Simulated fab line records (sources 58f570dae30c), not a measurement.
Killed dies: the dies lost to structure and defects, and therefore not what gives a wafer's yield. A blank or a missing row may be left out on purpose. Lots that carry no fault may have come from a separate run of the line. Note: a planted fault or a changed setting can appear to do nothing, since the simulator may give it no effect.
The tool behind it: which one? + flow berkeley cmos170 + 14 lots, 42 wafers sampled, at 3 steps of a route of 331

WHAT EACH GAUGE READ, for each wafer
UCB170_M1_CD_MEAS_09 targets a cd of 700 nm.
| lot  | measured     | on        | cd nm (nm)        |
|------|--------------|-----------|-------------------|
| L939 | day 7 10:12  | cd sem-02 | 699.1 701.2 699.4 |
| L938 | day 7 10:32  | cd sem-01 | 700.6 699.5 699.4 |
| L941 | day 7 16:34  | cd sem-01 | 699.2 698.1 697.7 |
| L942 | day 7 17:02  | cd sem-02 | 702.4 701.5 700.1 |
| L945 | day 8 20:25  | cd sem-01 | 701.6 702.3 700.4 |
| L946 | day 8 20:39  | cd sem-02 | 697.6 698.5 699.5 |
| L947 | day 8 20:45  | cd sem-01 | 699.1 701.1 698.7 |
| L944 | day 8 20:57  | cd sem-01 | 699.1 699.5 699.4 |
| L943 | day 8 21:03  | cd sem-01 | 702.2 701.1 700.6 |
| L950 | day 9 09:10  | cd sem-01 | 699.8 699.3 700.6 |
| L951 | day 10 05:05 | cd sem-02 | 702.9 702.3 702.7 |
| L954 | day 10 13:07 | cd sem-02 | 701.4 702.4 702.1 |
| L959 | day 11 03:39 | cd sem-02 | 699.6 699.3 698.2 |
| L961 | day 12 07:17 | cd sem-02 | 702.4 702.6 702.0 |

UCB170_M2_RS_MEAS_02: a four-point-probe measurement.
| lot  | measured     | on            | M2_AL_RS (ohm/sq)    |
|------|--------------|---------------|----------------------|
| L939 | day 7 18:17  | film metro-02 | 0.0318 0.0321 0.0321 |
| L938 | day 7 18:26  | film metro-01 | 0.0326 0.0329 0.0328 |
| L941 | day 8 01:46  | film metro-02 | 0.0321 0.0320 0.0320 |
| L942 | day 8 01:31  | film metro-01 | 0.0323 0.0322 0.0323 |
| L945 | day 9 02:53  | film metro-04 | 0.0323 0.0320 0.0324 |
| L946 | day 9 03:07  | film metro-01 | 0.0320 0.0320 0.0327 |
| L947 | day 9 03:28  | film metro-01 | 0.0324 0.0321 0.0326 |
| L944 | day 9 03:44  | film metro-04 | 0.0317 0.0321 0.0318 |
| L943 | day 9 03:52  | film metro-02 | 0.0325 0.0317 0.0323 |
| L950 | day 9 17:07  | film metro-01 | 0.0320 0.0320 0.0319 |
| L951 | day 10 12:28 | film metro-01 | 0.0324 0.0326 0.0324 |
| L954 | day 10 23:02 | film metro-04 | 0.0320 0.0317 0.0321 |
| L959 | day 11 09:28 | film metro-01 | 0.0322 0.0324 0.0323 |
| L961 | day 12 15:32 | film metro-01 | 0.0321 0.0321 0.0318 |

WHAT TOOL EACH LOT RAN ON (gives the tool, then ch and the chambers of the sampled wafers, and finally the start)
| lot  | UCB170_V1_ETCH_14                  |
|------|------------------------------------|
| L939 | rie diel-01 ch 0,1,2, day 7 17:43  |
| L938 | rie diel-04 ch 0,2,3, day 7 17:53  |
| L941 | rie diel-03 ch 1,2, day 8 01:13    |
| L942 | rie diel-04 ch 0,2,3, day 8 00:56  |
| L945 | rie diel-01 ch 1,3, day 9 02:18    |
| L946 | rie diel-04 ch 0,3, day 9 02:34    |
| L947 | rie diel-01 ch 2,3, day 9 02:51    |
| L944 | rie diel-03 ch 1,2, day 9 03:05    |
| L943 | rie diel-04 ch 0,1,3, day 9 03:19  |
| L950 | rie diel-04 ch 1,2, day 9 16:31    |
| L951 | rie diel-03 ch 1,3, day 10 11:54   |
| L954 | rie diel-01 ch 1,2,3, day 10 22:29 |
| L959 | rie diel-03 ch 1,2,3, day 11 08:55 |
| L961 | rie diel-04 ch 1,2,3, day 12 14:59 |
- UCB170_V1_ETCH_14: etches SiO2 in CHF3/CF4/Ar, stops on Al, target depth 1250 nm, time 291 s.

WHAT THE TOOLS THEMSELVES READ (means of the sampled wafers that have a number; where no wafer has one, the mark that the record gives instead)
UCB170_V1_ETCH_14.
| lot  | tool        | drypump motor current A (A) | oes product au (a.u.) | throttle valve pct (%) |
|------|-------------|-----------------------------|-----------------------|------------------------|
| L939 | rie diel-01 | 5.7                         | 0.881                 | 6.92                   |
| L938 | rie diel-04 | 6.3                         | 0.858                 | 6.93                   |
| L941 | rie diel-03 | 5.4                         | 0.865                 | 6.86                   |
| L942 | rie diel-04 | 6.3                         | 0.860                 | 6.93                   |
| L945 | rie diel-01 | 5.8                         | 0.881                 | 6.91                   |
| L946 | rie diel-04 | 6.4                         | 0.857                 | 6.95                   |
| L947 | rie diel-01 | 6.3                         | 0.878                 | 6.89                   |
| L944 | rie diel-03 | 5.5                         | 0.872                 | 6.86                   |
| L943 | rie diel-04 | 6.3                         | 0.863                 | 6.93                   |
| L950 | rie diel-04 | 6.5                         | 0.872                 | 6.90                   |
| L951 | rie diel-03 | 5.4                         | 0.896                 | 7.06                   |
| L954 | rie diel-01 | 5.9                         | 0.886                 | 6.92                   |
| L959 | rie diel-03 | 5.2                         | 0.878                 | 6.97                   |
| L961 | rie diel-04 | 6.5                         | 0.857                 | 6.91                   |

THE ANSWER, worked out from the rows above alone
Rule: usual is defined by the lots themselves. Put in order of their means at a reading, lots are off if they are a third of the lots or fewer, leave a main group of 4 or more, and stand apart from it by a gap of 3 or more times the standard deviation of the main group's means; of several such gaps the widest counts. A main group whose means are all the same, to the digits that the tables above print for the reading, isn't used. Also off: a lot with no number at a reading for which 4 or more lots have one. Any other lot the step has rows for is counted as sound. The gauges are gone through in route order, then the tools' own readings, and for those a lot's mean is taken as printed above. The first step at which some lot is off is used, and at that step the reading that is off furthest; a lot without a number counts as furthest.
No lot is off on any of the readings shown, so nothing can be concluded from this.

WHAT THE SIMULATOR HAD PUT IN
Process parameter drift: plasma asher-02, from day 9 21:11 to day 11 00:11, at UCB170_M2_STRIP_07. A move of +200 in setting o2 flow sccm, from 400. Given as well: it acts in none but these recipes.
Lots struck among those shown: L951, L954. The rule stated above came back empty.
